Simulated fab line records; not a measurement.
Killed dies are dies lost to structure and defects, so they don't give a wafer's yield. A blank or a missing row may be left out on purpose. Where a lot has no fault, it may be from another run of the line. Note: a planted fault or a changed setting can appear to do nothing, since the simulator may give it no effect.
2 desks, one fault	flow berkeleyCmos170	numbers are kept per desk, each desk with only its own; the story behind them comes last

## FROM THE METROLOGY DESK
What the gauges read for every lot (on any tool): the sampled wafers with a number, averaged. Marked OUT: a lot whose mean sits more than 4 standard deviations from the usual mean, which makes it out of limits; the brackets give that distance.
Columns: A = M3_OVL at UCB170_M3_OVL_MEAS_16, usual -4 nm
lot	first seen here	A
L865	day 8 22:22	-6
L867	day 9 12:24	-6
L866	day 9 13:21	-12
L869	day 10 08:03	3
L871	day 10 09:26	-2
L870	day 10 10:01	1
L874	day 11 13:22	-5
L875	day 11 14:32	-4
L876	day 11 14:35	-2
L880	day 12 20:42	-8
L884	day 12 22:44	1
L881	day 12 23:27	-4
L883	day 12 23:35	-8
L886	day 13 11:22	-1
L887	day 13 11:41	-1
This desk's verdict: no lot among the 15 shows anything out of limits.

## DESK OF THE TOOL OWNER: pecvd-02
The tool's own readings at UCB170_V1_CVD_00 (deposits SiO2 from TEOS/O2, target thk 2000 nm, time 250 s): means of the sampled wafers that have a number, for each lot that ran on this tool. Marked OUT: a lot whose mean sits more than 4 standard deviations from the usual mean, which makes it out of limits; the brackets give that distance.
Columns: A = heaterPowerW at UCB170_V1_CVD_00, usual 245 W
lot	first seen here	A
L880	day 12 06:49	208
L884	day 12 08:08	239
L881	day 12 08:18	232
L886	day 12 22:30	193
This desk's verdict: no lot among the 4 shows anything out of limits.

## PUT TOGETHER
Nothing out of limits was seen by the metrology desk.
The desk of the tool owner found nothing out of limits.

## WHAT THE SIMULATOR PUT IN
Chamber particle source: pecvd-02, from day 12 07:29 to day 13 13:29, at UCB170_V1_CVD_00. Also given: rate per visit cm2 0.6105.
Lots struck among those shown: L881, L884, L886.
